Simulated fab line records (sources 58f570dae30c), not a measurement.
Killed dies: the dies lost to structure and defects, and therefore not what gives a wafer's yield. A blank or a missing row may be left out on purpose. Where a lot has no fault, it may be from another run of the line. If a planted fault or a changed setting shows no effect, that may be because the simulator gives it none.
Which tool is to blame? | flow berkeleyCmos170 | Sampling: 14 lots, 42 wafers, 5 of 331 route steps

== WHAT THE GAUGES READ, wafer by wafer ==
UCB170_PSD_TW_MEAS_10. Usual: PSD_TW typically reads 2322, with standard deviation 17.
lot  | measured     | on           | PSD_TW         | flag
L595 | day 8 00:27  | filmMetro-03 | 2322 2316 2310 | 
L596 | day 8 00:40  | filmMetro-02 | 2343 2347 2353 | 
L599 | day 8 13:59  | filmMetro-01 | 2312 2305 2320 | 
L601 | day 8 13:59  | filmMetro-03 | 2314 2323 2330 | 
L600 | day 8 14:32  | filmMetro-01 | 2298 2303 2314 | 
L597 | day 8 14:42  | filmMetro-02 | 2338 2329 2339 | 
L602 | day 9 06:38  | filmMetro-02 | 2330 2319 2331 | 
L606 | day 10 03:07 | filmMetro-03 | 2302 2319 2307 | 
L605 | day 10 03:17 | filmMetro-01 | 2316 2300 2302 | 
L608 | day 10 03:28 | filmMetro-02 | 2337 2333 2334 | 
L612 | day 10 19:25 | filmMetro-02 | 2327 2345 2326 | 
L613 | day 10 19:31 | filmMetro-01 | 2294 2302 2309 | 
L616 | day 11 12:01 | filmMetro-02 | 2319 2326 2342 | 
L617 | day 12 00:51 | filmMetro-02 | 2340 2337 2340 | 

UCB170_SDANNEAL_RS_MEAS_02: the measuring method here is four-point-probe. Usual: PSD_RS typically reads 75.7 ohm/sq, with standard deviation 0.38.
lot  | measured     | on           | PSD_RS (ohm/sq) | flag
L595 | day 8 03:45  | filmMetro-03 | 75.8 75.7 75.5  | 
L596 | day 8 04:46  | filmMetro-03 | 75.3 75.3 75.1  | 
L599 | day 8 16:57  | filmMetro-01 | 75.6 75.5 75.5  | 
L601 | day 8 17:18  | filmMetro-02 | 74.8 74.6 74.8  | 
L600 | day 8 17:50  | filmMetro-02 | 75.6 75.2 75.3  | 
L597 | day 8 17:53  | filmMetro-01 | 75.4 75.4 75.8  | 
L602 | day 9 11:09  | filmMetro-01 | 75.2 75.3 75.5  | 
L606 | day 10 07:44 | filmMetro-02 | 75.4 75.2 75.2  | 
L605 | day 10 07:58 | filmMetro-01 | 84.1 84.3 83.8  | OFF
L608 | day 10 08:13 | filmMetro-02 | 84.2 84.0 84.3  | OFF
L612 | day 11 00:46 | filmMetro-02 | 76.3 76.3 76.4  | 
L613 | day 10 23:37 | filmMetro-03 | 76.1 76.1 76.1  | 
L616 | day 11 16:42 | filmMetro-02 | 76.0 75.7 76.0  | 
L617 | day 12 06:59 | filmMetro-02 | 76.2 76.0 76.1  | 

UCB170_SDANNEAL_RS_MEAS_03: the measuring method here is four-point-probe. Usual: NSD_RS typically reads 37.26 ohm/sq, with standard deviation 0.094.
lot  | measured     | on           | NSD_RS (ohm/sq)   | flag
L595 | day 8 03:52  | filmMetro-03 | 37.24 37.17 37.06 | 
L596 | day 8 04:53  | filmMetro-03 | 37.20 37.23 37.31 | 
L599 | day 8 17:04  | filmMetro-01 | 37.26 37.36 37.25 | 
L601 | day 8 17:25  | filmMetro-02 | 37.20 37.17 37.29 | 
L600 | day 8 17:58  | filmMetro-02 | 37.26 37.19 37.22 | 
L597 | day 8 18:00  | filmMetro-01 | 37.38 37.25 37.26 | 
L602 | day 9 11:16  | filmMetro-01 | 37.27 37.27 37.14 | 
L606 | day 10 07:51 | filmMetro-02 | 37.15 37.10 37.18 | 
L605 | day 10 08:05 | filmMetro-01 | 38.57 38.63 38.67 | OFF
L608 | day 10 08:20 | filmMetro-02 | 38.41 38.49 38.49 | OFF
L612 | day 11 00:53 | filmMetro-02 | 37.32 37.24 37.26 | 
L613 | day 10 23:44 | filmMetro-03 | 37.33 37.23 37.19 | 
L616 | day 11 16:49 | filmMetro-02 | 37.32 37.34 37.21 | 
L617 | day 12 07:07 | filmMetro-02 | 37.26 37.22 37.33 | 

UCB170_SDANNEAL_RS_MEAS_04: the measuring method here is four-point-probe. Usual: PLDD_RS typically reads 1032.7 ohm/sq, with standard deviation 2.5.
lot  | measured     | on           | PLDD_RS (ohm/sq)     | flag
L595 | day 8 03:59  | filmMetro-03 | 1035.6 1031.1 1034.5 | 
L596 | day 8 05:00  | filmMetro-03 | 1031.9 1032.2 1031.1 | 
L599 | day 8 17:11  | filmMetro-01 | 1038.5 1032.2 1032.5 | 
L601 | day 8 17:32  | filmMetro-02 | 1035.8 1030.9 1030.0 | 
L600 | day 8 18:05  | filmMetro-02 | 1036.0 1034.6 1035.0 | 
L597 | day 8 18:07  | filmMetro-01 | 1033.3 1032.4 1036.7 | 
L602 | day 9 11:23  | filmMetro-01 | 1033.4 1034.3 1034.8 | 
L606 | day 10 07:58 | filmMetro-02 | 1030.9 1034.1 1030.7 | 
L605 | day 10 08:12 | filmMetro-01 | 1043.4 1044.3 1043.4 | OFF
L608 | day 10 08:27 | filmMetro-02 | 1040.3 1044.6 1037.7 | OFF
L612 | day 11 01:01 | filmMetro-02 | 1033.2 1034.5 1037.2 | 
L613 | day 10 23:51 | filmMetro-03 | 1029.9 1031.2 1030.2 | 
L616 | day 11 16:56 | filmMetro-02 | 1031.7 1032.1 1032.1 | 
L617 | day 12 07:14 | filmMetro-02 | 1028.4 1030.5 1031.7 | 

== WHAT TOOL EACH LOT RAN ON (gives the tool, then ch and the chambers of the sampled wafers, and finally the start) ==
lot  | UCB170_SDANNEAL_RTA_01
L595 | rtpAnneal-01 ch 0, day 8 03:41
L596 | rtpAnneal-01 ch 0, day 8 04:41
L599 | rtpAnneal-02 ch 0, day 8 16:53
L601 | rtpAnneal-01 ch 0, day 8 17:14
L600 | rtpAnneal-01 ch 0, day 8 17:37
L597 | rtpAnneal-01 ch 0, day 8 17:47
L602 | rtpAnneal-02 ch 0, day 9 11:05
L606 | rtpAnneal-02 ch 0, day 10 07:40
L605 | rtpAnneal-01 ch 0, day 10 07:52
L608 | rtpAnneal-01 ch 0, day 10 08:02
L612 | rtpAnneal-02 ch 0, day 11 00:42
L613 | rtpAnneal-02 ch 0, day 10 23:33
L616 | rtpAnneal-02 ch 0, day 11 16:39
L617 | rtpAnneal-02 ch 0, day 12 06:55
- UCB170_SDANNEAL_RTA_01: time 5 s.

== AS READ BY THE TOOLS THEMSELVES (means over the sampled wafers that have a number; for cases with no such wafer, the mark the record gives instead) ==
UCB170_SDANNEAL_RTA_01. Usual: annealTempCMax 1057.3, standard deviation 1.5; lampPowerPct 36.6 %, standard deviation 2.2; wafer_temp_C_max 1054.7, standard deviation 0.81.
lot  | tool         | annealTempCMax | lampPowerPct (%) | wafer_temp_C_max | flag
L595 | rtpAnneal-01 | 1058.0         | 38.5             | 1054.7           | 
L596 | rtpAnneal-01 | 1057.9         | 38.5             | 1054.8           | 
L599 | rtpAnneal-02 | 1055.4         | 34.0             | 1054.9           | 
L601 | rtpAnneal-01 | 1056.1         | 38.5             | 1054.3           | 
L600 | rtpAnneal-01 | 1058.1         | 38.5             | 1053.7           | 
L597 | rtpAnneal-01 | 1059.0         | 38.4             | 1054.9           | 
L602 | rtpAnneal-02 | 1056.0         | 34.0             | 1054.9           | 
L606 | rtpAnneal-02 | 1056.0         | 34.0             | 1055.0           | 
L605 | rtpAnneal-01 | 1058.8         | 36.8             | 1054.4           | 
L608 | rtpAnneal-01 | 1059.0         | 36.8             | 1054.5           | 
L612 | rtpAnneal-02 | 1056.1         | 34.0             | 1054.3           | 
L613 | rtpAnneal-02 | 1056.8         | 34.0             | 1054.9           | 
L616 | rtpAnneal-02 | 1057.4         | 34.0             | 1054.7           | 
L617 | rtpAnneal-02 | 1056.5         | 34.0             | 1054.4           | 

== THE ANSWER, worked out from the rows above alone ==
Rule: a lot counts as off when the mean over its wafers that have a number is more than 3 standard deviations away from the usual mean. Also off: a lot with no number at a reading for which 4 or more lots have one. Any other lot the step has rows for is counted as sound. After the gauges, taken in route order, come the tools' own readings; for these a lot's mean is taken, as printed above. At the first step where some lot is off, the reading lying furthest off is the one used; lots without a number count as furthest.
Off: L605, L608, seen at UCB170_SDANNEAL_RS_MEAS_02 (PSD_RS).
A tool fits if, at a process step before that reading, it ran every lot that is off, and no sound lot after the first of them. Gauges at UCB170_SDANNEAL_RS_MEAS_02: tried the same way as those tools. One fits: rtpAnneal-01 at UCB170_SDANNEAL_RTA_01. A fault onset in the window from L597 (day 8 17:47, its last sound lot) to L605 (day 10 07:52, its first lot off) fits.

== WHAT HAD BEEN PUT IN BY THE SIMULATOR ==
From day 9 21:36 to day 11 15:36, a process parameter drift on rtpAnneal-01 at UCB170_SDANNEAL_RTA_01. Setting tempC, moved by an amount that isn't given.
Struck lots among those shown: L605, L608. Same finding as the rule above.
